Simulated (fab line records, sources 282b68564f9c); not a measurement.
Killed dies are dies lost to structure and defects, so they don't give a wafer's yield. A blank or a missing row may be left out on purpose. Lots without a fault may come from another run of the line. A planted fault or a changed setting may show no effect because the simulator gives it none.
A struck lot beside a sound one | flow rit_cmos | 20 steps out of a route of 202
Sound: wafers L686.2, L686.5, L686.6. Struck: wafers L691.1, L691.4, L691.5. The cause comes at the end.
At each step with rows: each side's tool, then ch and its chambers, then its first start. Under that, the readings that differ: sound wafers | struck wafers | difference of the means | sigmas: that difference in standard deviations of wafers without a fault.
alike: readings whose means differ by less than 2 such deviations, and words and numbers that are the same on both sides. not compared: withheld readings, readings that some wafer has no value for, bounds like >300 that may hide the same value, and numbers for which the record gives no deviation and whose values overlap.
The two part at a step that has a row with sigmas, a row that says differs or no value, or rows on one side only. Numbers that don't overlap but have no deviation are shown without sigmas and don't part them. A reading that every wafer of one side lacks parts them only if that side has two wafers or more.

first, 3 steps without rows for these wafers: RIT_GATE_CLEAN_02 (cleans in dHF, time 30 s); RIT_GATE_CLEAN_03 (cleans in SC2, time 600 s); RIT_GATE_CLEAN_04 (cleans in dHF, time 60 s).
RIT_FOX2_THK_MEAS_91:
  sound on film_metro-03, day 2 09:45; struck on film_metro-01, day 3 10:52
  alike: FIELD_OXIDE_LEFT_2_THK
then, 2 steps without rows for these wafers: RIT_GATE_OXIDATION_05 (target thk 3 nm, ox time 270 s); RIT_GATE_ANNEAL_06 (time 600 s).
RIT_GATE_THK_MEAS_07:
  sound on film_metro-02, day 2 11:23; struck on film_metro-01, day 3 12:15
  reading             | sound          | struck         | difference | sigmas
  GATE_OXIDE_THK (nm) | 3.08 3.10 3.08 | 2.99 2.91 2.96 | -0.13      | -3
then, 1 step without rows for these wafers: RIT_GATE_CVD_08 (deposits poly-Si from SiH4, target thk 250 nm, time 2220 s).
RIT_GATE_THK_MEAS_09:
  sound on film_metro-03, day 2 14:00; struck on film_metro-03, day 3 14:32
  alike: GATE_POLY_THK
then, 3 steps without rows for these wafers: RIT_GATE_HMDS_10 (prime time 60 s); RIT_GATE_COAT_11 (resist thk 850 nm); RIT_GATE_SOFTBAKE_12 (time 60 s).
RIT_GATE_EXPOSE_13: exposes mask M6, target cd 150 nm.
  sound on iline_stepper-02 ch 0, day 2 14:47; struck on iline_stepper-01 ch 0, day 3 15:11
  reading              | sound             | struck            | difference | sigmas
  exposure_dose_mJ_cm2 | 377.2 377.5 377.4 | 351.6 352.5 351.9 | -25.4      | -18
  alike: mask
then, 1 step without rows for these wafers: RIT_GATE_PEB_14.
RIT_GATE_DEVELOP_15: develop time 51.16 s.
  sound on litho_track-03 ch 0; struck on litho_track-02 ch 0
  reading               | sound             | struck            | difference | sigmas
  model.GATE.cd_nm (nm) | 147.9 148.7 146.4 | 183.8 183.5 184.2 | +36.2      |
RIT_GATE_CD_MEAS_16: target cd 150 nm.
  sound on cd_sem-02, day 2 15:11; struck on cd_sem-02, day 3 15:41
  reading    | sound             | struck            | difference | sigmas
  cd_nm (nm) | 147.7 149.0 146.5 | 183.7 183.5 184.1 | +36.0      | +14
RIT_GATE_OVL_MEAS_17:
  sound on overlay-02, day 2 15:18; struck on overlay-01, day 3 15:48
  alike: GATE_OVL
then, 1 step without rows for these wafers: RIT_GATE_HARDBAKE_18 (time 60 s).
RIT_GATE_ETCH_19: etches poly-Si in SF6/CHF3/O2, stops on SiO2, time 165 s, target depth 312.5 nm.
  sound on rie_si-01 ch 0,1,2, day 2 15:37; struck on rie_si-02 ch 0,1, day 3 15:59
  reading                | sound             | struck            | difference | sigmas
  oes_product_au (a.u.)  | 0.833 0.846 0.828 | 0.861 0.875 0.881 | +0.037     | +3
  throttle_valve_pct (%) | 10.52 10.24 10.49 | 10.23 10.10 10.10 | -0.27      | -2
  model.GATE.cd_nm (nm)  | 148 148.6 146.4   | 183.8 183.5 184.1 | +36.1      |
  alike: drypump_motor_current_A
  not compared: rf_hours_counter_h
RIT_GATE_STRIP_20: strips in O2, time 180 s.
  sound on plasma_asher-03 ch 0,1, day 2 15:43; struck on plasma_asher-01 ch 0,1, day 3 16:05
  alike: drypump_motor_current_A
  not compared: rf_hours_counter_h

WHERE THEY PART
First at RIT_GATE_THK_MEAS_07; last, within this record, at RIT_GATE_ETCH_19. Later steps at which nothing parts them and some readings are alike: RIT_GATE_STRIP_20.

WHY: what the simulator had put in
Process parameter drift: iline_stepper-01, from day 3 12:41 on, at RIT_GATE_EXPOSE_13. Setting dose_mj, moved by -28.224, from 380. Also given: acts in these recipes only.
